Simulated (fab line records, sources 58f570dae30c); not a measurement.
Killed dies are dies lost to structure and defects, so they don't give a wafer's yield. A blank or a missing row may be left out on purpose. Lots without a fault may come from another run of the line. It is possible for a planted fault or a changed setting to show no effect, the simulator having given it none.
The tool behind it: which one? ; flow berkeleyCmos170 ; 6 lots, 18 wafers sampled, at 4 steps of a route of 331

WHAT THE GAUGES SHOWED, per wafer
UCB170_NSD_TW_MEAS_10.
lot;measured;on;NSD_TW
L677;day 8 13:23;filmMetro-04;4155 4131 4141
L682;day 9 11:19;filmMetro-04;4127 4128 4111
L684;day 9 11:28;filmMetro-03;4130 4129 4137
L693;day 11 10:28;filmMetro-02;30 29 30 30 30 30
L697;day 12 00:39;filmMetro-04;4126 4166 4141
L699;day 12 20:58;filmMetro-02;4126 4124 4142

WHAT TOOL EACH LOT RAN ON (gives the tool, then ch and the chambers of the sampled wafers, and finally the start)
lot;UCB170_NVT_STRIP_08;UCB170_PSD_STRIP_09;UCB170_NSD_STRIP_09
L677;plasmaAsher-02 ch 0,1, day 6 19:49;plasmaAsher-02 ch 0,1, day 8 07:55;plasmaAsher-02 ch 0,1, day 8 13:17
L682;plasmaAsher-02 ch 0,1, day 8 01:07;plasmaAsher-04 ch 0,1, day 9 06:46;plasmaAsher-01 ch 0,1, day 9 11:13
L684;plasmaAsher-04 ch 0,1, day 8 01:22;plasmaAsher-01 ch 0,1, day 9 06:32;plasmaAsher-03 ch 0,1, day 9 11:22
L693;plasmaAsher-03 ch 0,1, day 10 00:20;plasmaAsher-02 ch 0,1, day 11 04:41;plasmaAsher-03 ch 0,1, day 11 10:21
L697;plasmaAsher-04 ch 0,1, day 10 14:59;plasmaAsher-04 ch 0,1, day 11 22:38;plasmaAsher-01 ch 0,1, day 12 00:34
L699;plasmaAsher-03 ch 0,1, day 11 04:07;plasmaAsher-01 ch 0,1, day 12 19:12;plasmaAsher-03 ch 0,1, day 12 20:52
- UCB170_NVT_STRIP_08: strips in O2.
- UCB170_PSD_STRIP_09: strips in O2.
- UCB170_NSD_STRIP_09: strips in O2.

THE ANSWER, worked out from the rows above alone
Rule: what is usual is taken from the lots themselves. The widest of any qualifying gaps counts: lots, ordered by their means at a reading, are off when they make up no more than a third of the lots, leave a main group of 4 or more, and stand apart from it by 3 or more times the standard deviation of that group's means. Not used: any main group whose means are identical at the precision the tables above print for the reading. A lot without any number at a reading at which 4 lots or more have one is off too. Any other lot the step has rows for is counted as sound.
Off: L693, at UCB170_NSD_TW_MEAS_10 (NSD_TW). Main group: mean 4134, sd 8.2.
If a tool, at a process step before that reading, ran all the lots that are off and no sound lot after the first of them, it fits. The gauges at UCB170_NSD_TW_MEAS_10 are tried like those tools. One fits: plasmaAsher-02 at UCB170_PSD_STRIP_09. Its last sound lot is L677 (day 8 07:55), its first lot that is off L693 (day 11 04:41): a fault that began between those two fits.

WHAT THE SIMULATOR HAD INSERTED
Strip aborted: plasmaAsher-02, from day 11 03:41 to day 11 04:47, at UCB170_PSD_STRIP_09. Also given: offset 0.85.
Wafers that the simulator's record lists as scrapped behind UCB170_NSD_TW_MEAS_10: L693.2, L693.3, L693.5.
Lots struck among those shown: L693. The rule given above showed the same thing.
